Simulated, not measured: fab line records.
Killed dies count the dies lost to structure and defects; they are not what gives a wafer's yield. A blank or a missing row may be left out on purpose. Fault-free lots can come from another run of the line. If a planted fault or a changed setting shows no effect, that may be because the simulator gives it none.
fab line records	flow rit_cmos
record: lots: 7	wafers: 21	last_day: 7
route steps=202 shown GATE@83
lots that met no fault: taken from a fault-free run of the same line
start_h: the number of hours between the record's first day and the start of the first shown wafer of the lot	wait_h: hours elapsed since this lot's preceding step	" repeats the value in the row above	L1.1+2: several wafers, shown together as one row	- no value present, or no start provided	* or withheld: withheld	< > ~ a bound
route shown NAME@n: names a module that has steps shown in the file, with the first one's number in the route	usual: mean and standard deviation over wafers with no fault	same: alike in all rows	chamber/n: place in a boat	sites: each site's reading	_std_site: the values' standard deviation	_edge_site: inner sites' mean taken away from outer sites' mean	radius_mm: how far each site lies from the wafer's centre	mask NAME#n: copy n	behind: the tool/chamber that last shaped the wafer	hold: why the lot was held/for how many hours/how that ended	device: whichever transistor did not switch (one of n, p or np)	end of line: at the end of the route, the tests of the same wafers	a step without rows: its recipe alone	killed: the dies lost at the first sort to structure and to defects; this is not the yield of the wafer	map: a wafer's dies, marking killed ones x, the rest . and places with no die _
set.NAME: the setting that was run; set.NAME@STEP: the one run at that earlier step	model.NAME: the simulator's own value behind a step, which no gauge read
lots seen at some steps along the route; tables by step, rows by wafer
services: a tool's chamber out of use, with start hour (start_h, from the record's first day; less than 0 if before it), hours out, and reason
== steps ==
step: RIT_GATE_THK_MEAS_07
recipe: reads: SiO2_of_GATE_OXIDATION_05
usual: GATE_OXIDE_THK: 3.02/0.063
lot.wafer	tool	chamber	start_h	wait_h	GATE_OXIDE_THK[nm]
L866.3	film_metro-04	-	72.40	0.0	3.03
L866.4	"	-	"	"	3.14
L866.5	"	-	"	"	3.09
L874.2	film_metro-03	-	107.90	0.0	2.99
L874.3	"	-	"	"	2.99
L874.4	"	-	"	"	3.00
L875.1	film_metro-01	-	114.88	0.0	3.03
L875.4	"	-	"	"	3.03
L875.5	"	-	"	"	3.04
L876.3	film_metro-01	-	118.35	0.0	2.98
L876.4	"	-	"	"	3.01
L876.5	"	-	"	"	3.04
L879.1	film_metro-01	-	133.43	0.0	2.97
L879.2	"	-	"	"	2.99
L879.4	"	-	"	"	2.99
L881.2	film_metro-01	-	145.89	0.0	2.96
L881.5	"	-	"	"	2.96
L881.6	"	-	"	"	2.98
L882.1	film_metro-03	-	153.15	0.0	3.00
L882.2	"	-	"	"	2.93
L882.5	"	-	"	"	3.00
step: RIT_GATE_CVD_08
recipe: material: poly-Si	target_thk_nm: 250	temp_c: 610	precursor: SiH4	time_s: 2220	pressure_mtorr: 300	sih4_flow_sccm: 100
step: RIT_GATE_THK_MEAS_09
recipe: reads: poly-Si_of_GATE_CVD_08
usual: GATE_POLY_THK: 250.9/2.6
lot.wafer	tool	chamber	start_h	wait_h	GATE_POLY_THK[nm]
L866.3	film_metro-03	-	74.63	0.0	255.1
L866.4	"	-	"	"	255.7
L866.5	"	-	"	"	254.3
L874.2	film_metro-03	-	109.58	0.0	249.8
L874.3	"	-	"	"	247.6
L874.4	"	-	"	"	249.5
L875.1	film_metro-04	-	116.56	0.0	248.8
L875.4	"	-	"	"	251.3
L875.5	"	-	"	"	250.5
L876.3	film_metro-04	-	120.17	0.0	247.5
L876.4	"	-	"	"	247.0
L876.5	"	-	"	"	248.0
L879.1	film_metro-01	-	135.92	0.0	247.9
L879.2	"	-	"	"	249.0
L879.4	"	-	"	"	251.2
L881.2	film_metro-03	-	147.56	0.0	249.7
L881.5	"	-	"	"	250.1
L881.6	"	-	"	"	249.3
L882.1	film_metro-01	-	154.83	0.0	252.2
L882.2	"	-	"	"	251.2
L882.5	"	-	"	"	252.7
step: RIT_GATE_HMDS_10
recipe: prime_time_s: 60	prime_temp_c: 140
step: RIT_GATE_COAT_11
recipe: resist: NOVOLAK	spin_rpm: 4250	resist_thk_nm: 850
step: RIT_GATE_SOFTBAKE_12
recipe: resist: NOVOLAK	temp_c: 90	time_s: 60
step: RIT_GATE_EXPOSE_13
recipe: mask_id: M6	na: 0.6	source_shape: conventional	sigma_outer: 0.6	target_cd_nm: 150	dose_mj: 380
step: RIT_GATE_PEB_14
recipe: resist: NOVOLAK	temp_c: withheld	time_s: withheld
step: RIT_GATE_DEVELOP_15
recipe: resist: NOVOLAK	develop_time_s: 50	dev_temp_c: 23.65
step: RIT_GATE_CD_MEAS_16
recipe: target_cd_nm: 150
usual: cd_nm: 150.4/2.4
lot.wafer	tool	chamber	start_h	wait_h	cd_nm
L866.3	cd_sem-01	-	75.69	-	154.8
L866.4	"	-	"	"	152.3
L866.5	"	-	"	"	151.8
L874.2	cd_sem-02	-	110.51	-	151.8
L874.3	"	-	"	"	151.6
L874.4	"	-	"	"	148.1
L875.1	cd_sem-02	-	117.59	-	148.3
L875.4	"	-	"	"	151.0
L875.5	"	-	"	"	148.6
L876.3	cd_sem-01	-	121.18	-	150.3
L876.4	"	-	"	"	151.7
L876.5	"	-	"	"	152.4
L879.1	cd_sem-01	-	136.83	-	151.3
L879.2	"	-	"	"	149.6
L879.4	"	-	"	"	149.3
L881.2	cd_sem-01	-	148.61	-	147.5
L881.5	"	-	"	"	150.1
L881.6	"	-	"	"	148.2
L882.1	cd_sem-02	-	156.11	-	154.7
L882.2	"	-	"	"	154.3
L882.5	"	-	"	"	153.2
step: RIT_GATE_OVL_MEAS_17
usual: GATE_OVL: 0.5/1.4
lot.wafer	tool	chamber	start_h	wait_h	GATE_OVL[nm]
L866.3	overlay-02	-	75.78	0.1	0.7
L866.4	"	-	"	"	-1.1
L866.5	"	-	"	"	1.1
L874.2	overlay-02	-	110.61	0.1	1.8
L874.3	"	-	"	"	-0.1
L874.4	"	-	"	"	0.4
L875.1	overlay-01	-	117.71	0.1	0.7
L875.4	"	-	"	"	4.0
L875.5	"	-	"	"	1.4
L876.3	overlay-01	-	121.27	0.1	1.1
L876.4	"	-	"	"	3.5
L876.5	"	-	"	"	3.5
L879.1	overlay-01	-	136.95	0.1	1.0
L879.2	"	-	"	"	0.3
L879.4	"	-	"	"	1.1
L881.2	overlay-02	-	148.71	0.1	1.9
L881.5	"	-	"	"	1.3
L881.6	"	-	"	"	1.7
L882.1	overlay-01	-	156.23	0.1	-0.4
L882.2	"	-	"	"	0.4
L882.5	"	-	"	"	-1.6
step: RIT_GATE_HARDBAKE_18
recipe: resist: NOVOLAK	temp_c: 140	time_s: 60
step: RIT_GATE_ETCH_19
recipe: chemistry: SF6/CHF3/O2	time_s: 165	SF6_flow_sccm: 30	CHF3_flow_sccm: 30	O2_flow_sccm: 5	target: poly-Si	pressure_mtorr: 40	rf_w: 160	target_depth_a: 3125	over_etch_frac: 0.25	stop_on: SiO2
usual: CHF3_flow_sccm: 29.99/0.095	O2_flow_sccm: 5.001/0.015	drypump_motor_current_A: 5.8/0.39	oes_product_au: 0.857/0.011	throttle_valve_pct: 10.24/0.19
lot.wafer	tool	chamber	start_h	wait_h	CHF3_flow_sccm	O2_flow_sccm	drypump_motor_current_A	oes_product_au	rf_hours_counter_h	throttle_valve_pct	model.NOVOLAK_of_GATE_COAT_11.thk_nm	model.SiO2_of_FOX2_OXIDATION_00.thk_nm
L866.3	rie_si-01	2	76.06	0.1	30.15	4.997	5.8	0.860	3	9.99	669.7	251.7
L866.4	"	0	"	"	29.87	4.965	5.2	0.871	23	10.24	667.5	243.5
L866.5	"	1	"	"	29.86	5.007	5.6	0.869	-	10.11	673.5	251.1
L874.2	rie_si-01	1	110.79	0.1	-	-	-	-	-	-	752.8	254.7
L874.3	"	0	"	"	-	-	-	-	-	-	753.7	249.3
L874.4	"	2	"	"	-	-	-	-	-	-	752.8	258.2
L875.1	rie_si-02	3	117.90	0.1	-	-	-	-	-	-	751.8	258.2
L875.4	"	0	"	"	-	-	-	-	-	-	753.1	256.5
L875.5	"	2	"	"	-	-	-	-	-	-	750.7	252.1
L876.3	rie_si-01	2	121.44	0.1	-	-	-	-	-	-	752.2	254.1
L876.4	"	0	"	"	-	-	-	-	-	-	753.3	253.4
L876.5	"	2	"	"	-	-	-	-	-	-	752.5	256.2
L879.1	rie_si-02	2	137.14	0.1	29.89	5.014	5.4	0.845	3	10.52	672.5	241.8
L879.2	"	1	"	"	29.76	4.997	5.9	0.849	147	10.35	673.6	246.8
L879.4	"	2	"	"	29.87	4.999	5.5	0.861	-	10.53	672.7	242.6
L881.2	rie_si-02	0	148.89	0.1	29.97	4.995	6.0	0.849	129	10.09	671.4	244.2
L881.5	"	2	"	"	29.95	5.007	5.4	0.853	-	10.53	676	243.8
L881.6	"	3	"	"	29.93	5.018	6.6	0.862	-	10.10	671.6	243.2
L882.1	rie_si-01	0	156.41	0.1	29.75	5.015	5.2	0.882	24	10.23	670.4	247.3
L882.2	"	2	"	"	29.99	5.016	5.8	0.844	4	9.99	668.8	241.1
L882.5	"	3	"	"	30.10	4.978	6.1	0.884	-	10.51	668.5	239.8
step: RIT_GATE_STRIP_20
recipe: chemistry: O2	time_s: 180	resist: NOVOLAK	platen_temp_c: withheld	power_w: 500	pressure_mtorr: 4000	o2_flow_sccm: 4000
usual: drypump_motor_current_A: 5.87/0.27
lot.wafer	tool	chamber	start_h	wait_h	drypump_motor_current_A	rf_hours_counter_h
L866.3	plasma_asher-04	1	76.23	0.1	5.80	-
L866.4	"	0	"	"	5.74	-
L866.5	"	1	"	"	5.79	-
L874.2	plasma_asher-03	1	110.90	0.1	5.95	48
L874.3	"	0	"	"	6.10	-
L874.4	"	1	"	"	5.99	-
L875.1	plasma_asher-01	0	118.00	0.1	5.39	45
L875.4	"	0	"	"	5.39	-
L875.5	"	0	"	"	5.39	-
L876.3	plasma_asher-03	1	121.61	0.1	6.04	-
L876.4	"	0	"	"	6.07	-
L876.5	"	1	"	"	6.05	-
L879.1	plasma_asher-01	0	137.24	0.1	5.41	47
L879.2	"	1	"	"	6.11	47
L879.4	"	0	"	"	5.42	-
L881.2	plasma_asher-01	0	149.00	0.1	5.41	48
L881.5	"	1	"	"	6.13	-
L881.6	"	0	"	"	5.43	-
L882.1	plasma_asher-01	0	156.52	0.1	5.43	49
L882.2	"	1	"	"	6.11	49
L882.5	"	0	"	"	5.40	-
step: RIT_GATE_CD_MEAS_90
recipe: target_cd_nm: 150
usual: cd_nm: 150.4/2.4
lot.wafer	tool	chamber	start_h	wait_h	cd_nm
L866.3	cd_sem-01	-	76.38	0.1	154.7
L866.4	"	-	"	"	153.0
L866.5	"	-	"	"	151.8
L874.2	cd_sem-01	-	111.10	0.1	-
L874.3	"	-	"	"	-
L874.4	"	-	"	"	-
L875.1	cd_sem-02	-	118.18	0.1	-
L875.4	"	-	"	"	-
L875.5	"	-	"	"	-
L876.3	cd_sem-02	-	121.77	0.1	-
L876.4	"	-	"	"	-
L876.5	"	-	"	"	-
L879.1	cd_sem-01	-	137.42	0.1	151.3
L879.2	"	-	"	"	149.8
L879.4	"	-	"	"	149.3
L881.2	cd_sem-01	-	149.20	0.1	147.2
L881.5	"	-	"	"	149.8
L881.6	"	-	"	"	148.0
L882.1	cd_sem-02	-	156.70	0.1	154.6
L882.2	"	-	"	"	154.0
L882.5	"	-	"	"	153.6
== services ==
tool	chamber	start_h	hours	kind
rie_si-01	0	52.91	15.0	repair
plasma_asher-01	-	74.94	15.6	pm
rie_si-01	-	84.60	14.6	pm
plasma_asher-01	-	106.05	2.8	repair
plasma_asher-04	-	108.81	9.0	pm
plasma_asher-04	0	108.81	9.0	vent_cycle
plasma_asher-04	1	108.81	9.0	vent_cycle
plasma_asher-04	0	117.81	-	clean
plasma_asher-04	1	117.81	-	clean
rie_si-02	3	124.00	-	clean
rie_si-02	3	124.00	15.2	scheduled_down
rie_si-02	3	124.00	15.2	vent_cycle
rie_si-01	3	127.84	1.9	repair
rie_si-02	1	139.18	-	clean
rie_si-02	1	139.18	14.0	scheduled_down
rie_si-02	1	139.18	14.0	vent_cycle
plasma_asher-04	-	153.94	2.8	pm
== key ==
first_sign: step: RIT_GATE_ETCH_19	reading: tool_record	direction: missing
effect: step: RIT_GATE_CD_MEAS_90	reading: cd_nm	direction: missing
model_effect: step: RIT_GATE_ETCH_19	value: NOVOLAK_of_GATE_COAT_11.thk_nm	without: 670.2	struck: 752.5
met_at RIT_GATE_ETCH_19
struck_wafers L874.2,L874.3,L874.4,L875.1,L875.4,L875.5,L876.3,L876.4,L876.5
later_rows_left_out L874.2,L874.3,L874.4,L875.1,L875.4,L875.5,L876.3,L876.4,L876.5
sort_left_out L874.2,L874.3,L874.4,L875.1,L875.4,L875.5,L876.3,L876.4,L876.5
tester_left_out L874,L875,L876
onset_between 76.06 110.79
fault: kind: skipped_step_whole	tool: rie_si-01,rie_si-02	chamber: -	onset_h: 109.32	steps: RIT_GATE_ETCH_19	scope: struck_lots_only
tester_left_out: of these lots the tester's yield and bins aren't shown, on N5 and GAA mostly nor the transistor test; their killed dies are dies lost to structure and defects alone, not to doping, threshold or leakage, so they don't give the yield
sort_left_out: the simulated sort isn't trusted on such a fault, so these wafers' sort isn't shown, and their yield isn't known
later_rows_left_out: the simulator's readings of these wafers behind a module that went badly wrong aren't trusted and aren't shown, but for the sort
